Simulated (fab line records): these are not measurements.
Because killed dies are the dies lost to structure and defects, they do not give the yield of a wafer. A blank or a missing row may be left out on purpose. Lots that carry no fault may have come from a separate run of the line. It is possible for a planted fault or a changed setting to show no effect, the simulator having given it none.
Which tool was responsible? / flow rit_cmos / 13 lots with 39 wafers sampled at 4 steps, on a route of 202 steps

## WHAT THE GAUGES SHOWED, per wafer
RIT_NWELL_TW_MEAS_10.
lot=L165; measured=day 2 07:01; on=film_metro-02; NWELL_TW=2160 2167 2165
lot=L166; measured=day 2 10:38; on=film_metro-02; NWELL_TW=2163 2164 2158
lot=L167; measured=day 2 10:55; on=film_metro-04; NWELL_TW=2107 2103 2115
lot=L168; measured=day 2 19:10; on=film_metro-02; NWELL_TW=2168 2172 2165
lot=L169; measured=day 2 22:47; on=film_metro-04; NWELL_TW=2099 2105 2100
lot=L171; measured=day 3 04:43; on=film_metro-04; NWELL_TW=2125 2120 2116
lot=L172; measured=day 3 10:04; on=film_metro-03; NWELL_TW=2136 2134 2137
lot=L180; measured=day 5 03:16; on=film_metro-03; NWELL_TW=2143 2135 2144
lot=L183; measured=day 5 16:32; on=film_metro-03; NWELL_TW=2151 2144 2136
lot=L184; measured=day 5 22:43; on=film_metro-03; NWELL_TW=2147 2148 2136
lot=L185; measured=day 6 02:45; on=film_metro-03; NWELL_TW=2119 2131 2136
lot=L187; measured=day 6 13:48; on=film_metro-02; NWELL_TW=2144 2145 2141
lot=L188; measured=day 6 17:31; on=film_metro-04; NWELL_TW=2114 2097 2118

RIT_PLDD_TW_MEAS_10.
lot=L165; measured=day 3 08:16; on=film_metro-03; PLDD_TW=2327 2333 2323
lot=L166; measured=day 3 12:52; on=film_metro-01; PLDD_TW=2351 2349 2339
lot=L167; measured=day 3 12:39; on=film_metro-01; PLDD_TW=2337 2350 2345
lot=L168; measured=day 3 19:05; on=film_metro-04; PLDD_TW=2303 2326 2315
lot=L169; measured=day 3 22:48; on=film_metro-01; PLDD_TW=2350 2339 2345
lot=L171; measured=day 4 07:18; on=film_metro-03; PLDD_TW=2322 2319 2327
lot=L172; measured=day 4 13:25; on=film_metro-01; PLDD_TW=30 30 30 30 30 30
lot=L180; measured=day 6 05:42; on=film_metro-03; PLDD_TW=2343 2336 2332
lot=L183; measured=day 6 19:49; on=film_metro-04; PLDD_TW=2294 2309 2314
lot=L184; measured=day 6 22:42; on=film_metro-04; PLDD_TW=2307 2307 2316
lot=L185; measured=day 7 03:46; on=film_metro-04; PLDD_TW=2322 2327 2325
lot=L187; measured=day 7 15:21; on=film_metro-04; PLDD_TW=2317 2324 2317
lot=L188; measured=day 7 19:44; on=film_metro-03; PLDD_TW=2338 2335 2357

## EACH LOT AND THE TOOL THAT RAN IT (in order: tool; ch and the chambers of the sampled wafers; start)
lot=L165; RIT_NRETRO_STRIP_09=plasma_asher-04 ch 0,1, day 2 16:55; RIT_NLDD_STRIP_09=plasma_asher-03 ch 0,1, day 3 06:32
lot=L166; RIT_NRETRO_STRIP_09=plasma_asher-03 ch 0,1, day 2 21:03; RIT_NLDD_STRIP_09=plasma_asher-04 ch 0,1, day 3 11:09
lot=L167; RIT_NRETRO_STRIP_09=plasma_asher-04 ch 0,1, day 2 21:21; RIT_NLDD_STRIP_09=plasma_asher-01 ch 0,1, day 3 10:58
lot=L168; RIT_NRETRO_STRIP_09=plasma_asher-04 ch 0,1, day 3 03:38; RIT_NLDD_STRIP_09=plasma_asher-04 ch 0,1, day 3 17:22
lot=L169; RIT_NRETRO_STRIP_09=plasma_asher-03 ch 0,1, day 3 07:59; RIT_NLDD_STRIP_09=plasma_asher-01 ch 0,1, day 3 21:04
lot=L171; RIT_NRETRO_STRIP_09=plasma_asher-03 ch 0,1, day 3 14:23; RIT_NLDD_STRIP_09=plasma_asher-04 ch 0,1, day 4 05:35
lot=L172; RIT_NRETRO_STRIP_09=plasma_asher-03 ch 0,1, day 3 18:41; RIT_NLDD_STRIP_09=plasma_asher-01 ch 0,1, day 4 11:41
lot=L180; RIT_NRETRO_STRIP_09=plasma_asher-03 ch 0,1, day 5 12:29; RIT_NLDD_STRIP_09=plasma_asher-04 ch 0,1, day 6 04:08
lot=L183; RIT_NRETRO_STRIP_09=plasma_asher-03 ch 0,1, day 6 02:47; RIT_NLDD_STRIP_09=plasma_asher-01 ch 0,1, day 6 18:13
lot=L184; RIT_NRETRO_STRIP_09=plasma_asher-03 ch 0,1, day 6 07:53; RIT_NLDD_STRIP_09=plasma_asher-01 ch 0,1, day 6 21:06
lot=L185; RIT_NRETRO_STRIP_09=plasma_asher-02 ch 0,1, day 6 12:55; RIT_NLDD_STRIP_09=plasma_asher-04 ch 1, day 7 01:58
lot=L187; RIT_NRETRO_STRIP_09=plasma_asher-03 ch 0,1, day 6 23:23; RIT_NLDD_STRIP_09=plasma_asher-03 ch 1, day 7 13:38
lot=L188; RIT_NRETRO_STRIP_09=plasma_asher-03 ch 0,1, day 7 02:15; RIT_NLDD_STRIP_09=plasma_asher-04 ch 0,1, day 7 17:52
- RIT_NRETRO_STRIP_09: strips in O2, time 180 s.
- RIT_NLDD_STRIP_09: strips in O2, time 180 s.

## WHAT THE TOOLS THEMSELVES READ (means of the sampled wafers that have a number; where no wafer has one, the mark that the record gives instead)
RIT_NRETRO_STRIP_09.
lot=L165; tool=plasma_asher-04; chamber_pressure_mTorr (mTorr)=3999; drypump_motor_current_A (A)=5.3; run_length_s (s)=207.9
lot=L166; tool=plasma_asher-03; chamber_pressure_mTorr (mTorr)=4003; drypump_motor_current_A (A)=6.2; run_length_s (s)=208.9
lot=L167; tool=plasma_asher-04; chamber_pressure_mTorr (mTorr)=3999; drypump_motor_current_A (A)=5.4; run_length_s (s)=207.7
lot=L168; tool=plasma_asher-04; chamber_pressure_mTorr (mTorr)=4000; drypump_motor_current_A (A)=5.5; run_length_s (s)=207.8
lot=L169; tool=plasma_asher-03; chamber_pressure_mTorr (mTorr)=3997; drypump_motor_current_A (A)=6.4; run_length_s (s)=209.1
lot=L171; tool=plasma_asher-03; chamber_pressure_mTorr (mTorr)=4000; drypump_motor_current_A (A)=6.2; run_length_s (s)=208.7
lot=L172; tool=plasma_asher-03; chamber_pressure_mTorr (mTorr)=3997; drypump_motor_current_A (A)=6.2; run_length_s (s)=208.8
lot=L180; tool=plasma_asher-03; chamber_pressure_mTorr (mTorr)=4001; drypump_motor_current_A (A)=6.4; run_length_s (s)=208.8
lot=L183; tool=plasma_asher-03; chamber_pressure_mTorr (mTorr)=4005; drypump_motor_current_A (A)=6.4; run_length_s (s)=209.1
lot=L184; tool=plasma_asher-03; chamber_pressure_mTorr (mTorr)=3999; drypump_motor_current_A (A)=6.4; run_length_s (s)=209.0
lot=L185; tool=plasma_asher-02; chamber_pressure_mTorr (mTorr)=3996; drypump_motor_current_A (A)=5.5; run_length_s (s)=207.9
lot=L187; tool=plasma_asher-03; chamber_pressure_mTorr (mTorr)=3997; drypump_motor_current_A (A)=6.4; run_length_s (s)=209.1
lot=L188; tool=plasma_asher-03; chamber_pressure_mTorr (mTorr)=3998; drypump_motor_current_A (A)=6.5; run_length_s (s)=209.1

RIT_NLDD_STRIP_09.
lot=L165; tool=plasma_asher-03; chamber_pressure_mTorr (mTorr)=3996; drypump_motor_current_A (A)=6.2; run_length_s (s)=208.9
lot=L166; tool=plasma_asher-04; chamber_pressure_mTorr (mTorr)=3998; drypump_motor_current_A (A)=5.5; run_length_s (s)=208.0
lot=L167; tool=plasma_asher-01; chamber_pressure_mTorr (mTorr)=4004; drypump_motor_current_A (A)=5.3; run_length_s (s)=208.5
lot=L168; tool=plasma_asher-04; chamber_pressure_mTorr (mTorr)=4000; drypump_motor_current_A (A)=5.3; run_length_s (s)=207.7
lot=L169; tool=plasma_asher-01; chamber_pressure_mTorr (mTorr)=3996; drypump_motor_current_A (A)=5.4; run_length_s (s)=208.3
lot=L171; tool=plasma_asher-04; chamber_pressure_mTorr (mTorr)=4001; drypump_motor_current_A (A)=5.3; run_length_s (s)=207.9
lot=L172; tool=plasma_asher-01; chamber_pressure_mTorr (mTorr)=3999; drypump_motor_current_A (A)=5.2; run_length_s (s)=72.3
lot=L180; tool=plasma_asher-04; chamber_pressure_mTorr (mTorr)=3995; drypump_motor_current_A (A)=5.5; run_length_s (s)=207.8
lot=L183; tool=plasma_asher-01; chamber_pressure_mTorr (mTorr)=4001; drypump_motor_current_A (A)=5.3; run_length_s (s)=208.1
lot=L184; tool=plasma_asher-01; chamber_pressure_mTorr (mTorr)=3999; drypump_motor_current_A (A)=5.2; run_length_s (s)=208.1
lot=L185; tool=plasma_asher-04; chamber_pressure_mTorr (mTorr)=4000; drypump_motor_current_A (A)=5.1; run_length_s (s)=208.0
lot=L187; tool=plasma_asher-03; chamber_pressure_mTorr (mTorr)=4000; drypump_motor_current_A (A)=6.7; run_length_s (s)=209.2
lot=L188; tool=plasma_asher-04; chamber_pressure_mTorr (mTorr)=4003; drypump_motor_current_A (A)=5.3; run_length_s (s)=208.0

## THE ANSWER, worked out from the rows above alone
Rule: the lots themselves supply what counts as usual. Put in order of their means at a reading, lots are off if they are a third of the lots or fewer, leave a main group of 4 or more, and stand apart from it by a gap of 3 or more times the standard deviation of the main group's means; of several such gaps the widest counts. If all means in a main group match to the digits the tables above print for the reading, that group is not used. A lot without any number at a reading at which 4 lots or more have one is off too. Any other lot the step has rows for is counted as sound. The gauges are gone through in route order, then the tools' own readings, and for those a lot's mean is taken as printed above. The first step at which some lot is off is used, and at that step the reading that is off furthest; a lot without a number counts as furthest.
Off: L172, at RIT_PLDD_TW_MEAS_10 (PLDD_TW). The main group has a mean of 2328 with a standard deviation of 14.
A tool fits if, at a process step before that reading, it ran every lot that is off, and no sound lot after the first of them. Not tried: the gauges at RIT_PLDD_TW_MEAS_10; whatever is off there is also off at RIT_NLDD_STRIP_09, on other tools, and gauge error can't account for it. None of those tried fits.

## WHAT THE SIMULATOR PUT IN
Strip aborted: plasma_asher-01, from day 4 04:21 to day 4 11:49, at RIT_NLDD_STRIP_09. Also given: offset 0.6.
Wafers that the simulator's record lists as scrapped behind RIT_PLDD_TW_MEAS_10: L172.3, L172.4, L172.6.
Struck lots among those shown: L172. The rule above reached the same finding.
